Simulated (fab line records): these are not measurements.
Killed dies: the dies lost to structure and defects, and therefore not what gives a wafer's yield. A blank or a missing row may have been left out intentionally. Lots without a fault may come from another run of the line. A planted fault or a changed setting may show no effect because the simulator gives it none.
Code-filled problem report in 8D (eight disciplines) form / flow berkeleyCmos170 / the parts of the form that need people (team, actions taken, sign-off) are left out

== 1. PROBLEM STATEMENT ==
Wafers free of any fault read 4 nm (standard deviation 6.1) for M3_OVL at UCB170_M3_OVL_MEAS_16, against a mean of 76 nm on 9 wafers of 3 lots. That is +12 standard deviations from the usual mean.
First observed at day 11 09:04: wafer L923.2, on overlay-02. Wafers with a number at this step in the record: 45, from 15 lots. Rule for "out", or "out of limits": more than 4 standard deviations from the usual mean. Any other wafer with a number is counted as sound.

== 2. WHAT IT IS AND WHAT IT IS NOT ==
question=which readings at this step | is=M3_OVL | is not=-
question=which lots | is=L923, L924, L925 | is not=L910, L911, L912, L914, L915, L917, L918, L919, L921, L927, L930, L932
question=which wafers of those lots | is=all that have a number | is not=-
question=read on which gauges | is=overlay-01, overlay-02 | is not=-
question=when | is=from day 11 09:04 | is not=up to then (27 sound wafers); but 9 sound wafers of L927, L930, L932 came after

== 3. THE SUSPECTS, EACH WITH WHAT RULES IT OUT ==
Counting: a tool stays on the suspect list if, at a process step up to the reading, it processed all lots that are out and no sound lot following the first of them.
- the gauge at UCB170_M3_OVL_MEAS_16 is ruled out. Those wafers that are out were read across 2 gauges (overlay-01, overlay-02).
- krfScanner-01 at UCB170_M3_EXPOSE_12 (exposes mask METAL3, target cd 700 nm): kept. All lots that are out passed through it, beginning with L923 at day 11 08:25, and no sound lot followed; its final sound lot before that point was L921 at day 10 22:43.
After counting, what remains is krfScanner-01 at UCB170_M3_EXPOSE_12.

== 4. THE CAUSE (what the simulator had put in) ==
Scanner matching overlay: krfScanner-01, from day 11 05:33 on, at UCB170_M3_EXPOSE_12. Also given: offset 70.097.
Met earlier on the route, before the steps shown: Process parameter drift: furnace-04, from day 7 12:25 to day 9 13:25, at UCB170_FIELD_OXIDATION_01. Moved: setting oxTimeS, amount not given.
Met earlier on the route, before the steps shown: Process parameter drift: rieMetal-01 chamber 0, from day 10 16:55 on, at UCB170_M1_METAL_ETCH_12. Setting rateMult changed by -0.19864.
Only this tool survived the counting.

== 5. THE EFFECT CHAIN, in route order ==
Rows list readings where the struck wafers' mean (over those with a number) sits beyond 3 standard deviations from the usual. Only readings for which the record gives a usual standard deviation are gone through. hours: the time from each lot's start at the first step in this table that gives one to its start at this step, as a median over the lots. sigmas: the change in usual standard deviations.
hours=0; step=UCB170_M3_OVL_MEAS_16; reading=M3_OVL; usual=4 nm; on struck wafers=76; change=+72; sigmas=+12

== 6. WHAT WOULD HAVE CAUGHT IT SOONER ==
The first out-of-limits reading at a measuring or inspecting step in this record came at day 11 09:04, 4 hours after the fault's start at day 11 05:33.
Of the lots that are out (3), L924, L925 began UCB170_M3_EXPOSE_12 on krfScanner-01 after day 11 09:04. A hold on the tool at that time would have spared those 2.
